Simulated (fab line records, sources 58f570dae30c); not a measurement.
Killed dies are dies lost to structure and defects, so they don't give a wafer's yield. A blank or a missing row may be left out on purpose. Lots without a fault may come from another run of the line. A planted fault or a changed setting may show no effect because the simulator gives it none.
One fault seen from 2 desks | flow berkeley_cmos170 | each desk has only its own numbers; what lay behind them comes last

THE TOOL OWNER'S DESK: litho_track-02
The tool's own readings at UCB170_M1_SOFTBAKE_05 (time 60 s): means of the sampled wafers that have a number, for each lot that ran on this tool. A lot is out of limits, marked OUT, if its mean lies more than 4 standard deviations from the usual mean; the brackets give that distance.
Columns: A = heater_power_total_W at UCB170_M1_SOFTBAKE_05, usual 56.80 W; B = plate_temp_C at UCB170_M1_SOFTBAKE_05, usual 130.02 C; C = resist_line_temp_C at UCB170_M1_SOFTBAKE_05, usual 23.03 C
lot  | first seen here | A               | B                 | C
L981 | day 8 13:00     | 56.79           | 130.03            | 22.97
L979 | day 8 14:00     | 56.81           | 130.17            | 23.01
L980 | day 8 14:00     | 56.79           | 130.09            | 22.91
L988 | day 10 20:00    | 57.26 (+11) OUT | 130.85 (+5.2) OUT | 23.04
L993 | day 11 08:00    | 57.29 (+11) OUT | 130.68 (+4.1) OUT | 23.09
This desk's finding: out of limits on L988, L993; first on L988, day 10 20:00 (heater_power_total_W at UCB170_M1_SOFTBAKE_05). In limits: L981, L979, L980.

THE METROLOGY DESK
What the gauges read, lot by lot, whatever tool the lot ran on: means of the sampled wafers that have a number. A lot is out of limits, marked OUT, if its mean lies more than 4 standard deviations from the usual mean; the brackets give that distance.
Columns: A = INCOMING_BOW at UCB170_START_BOW_MEAS_00, usual -1 um; B = cd_nm at UCB170_ACTIVE_CD_MEAS_13, usual 1199.9 nm; C = cd_nm at UCB170_M1_CD_MEAS_09, usual 699.9 nm
lot  | first seen here | A  | B      | C
L974 | day 1 10:00     | 1  | 1198.6 | 698.4
L976 | day 1 20:01     | 0  | 1200.5 | 698.8
L978 | day 2 06:04     | -7 | 1201.3 | 702.4
L979 | day 2 11:02     | -2 | 1197.5 | 700.3
L980 | day 2 16:00     | -1 | 1200.3 | 699.0
L981 | day 2 21:00     | -4 | 1202.6 | 699.7
L982 | day 3 02:01     | 1  | 1199.8 | 701.2
L983 | day 3 07:00     | -4 | 1198.4 | 700.4
L984 | day 3 12:00     | 7  | 1199.9 | 700.2
L988 | day 4 08:00     | 5  | 1200.1 | 697.2
L989 | day 4 13:00     | -6 | 1198.3 | 699.5
L990 | day 4 18:00     | -1 | 1198.4 | 699.5
L992 | day 5 04:02     | 0  | 1202.7 | 700.7
L993 | day 5 09:00     | -1 | 1194.9 | 700.6
This desk's finding: nothing out of limits on any of the 14 lots.

PUT TOGETHER
The tool owner's desk could have raised an alarm at day 10 20:00, on L988, L993.
The metrology desk saw nothing out of limits.
The metrology desk has L988, L993 on record, within its limits.
Of the lots named, all ran UCB170_M1_SOFTBAKE_05 on litho_track-02.

WHAT THE SIMULATOR HAD PUT IN
Process parameter drift: litho_track-02, from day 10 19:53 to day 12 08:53, at UCB170_M1_SOFTBAKE_05. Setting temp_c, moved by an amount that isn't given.
Lots struck among those shown: L988, L993.
Hours from the fault's start to each desk's first reading out of limits: the tool owner's desk, 0.
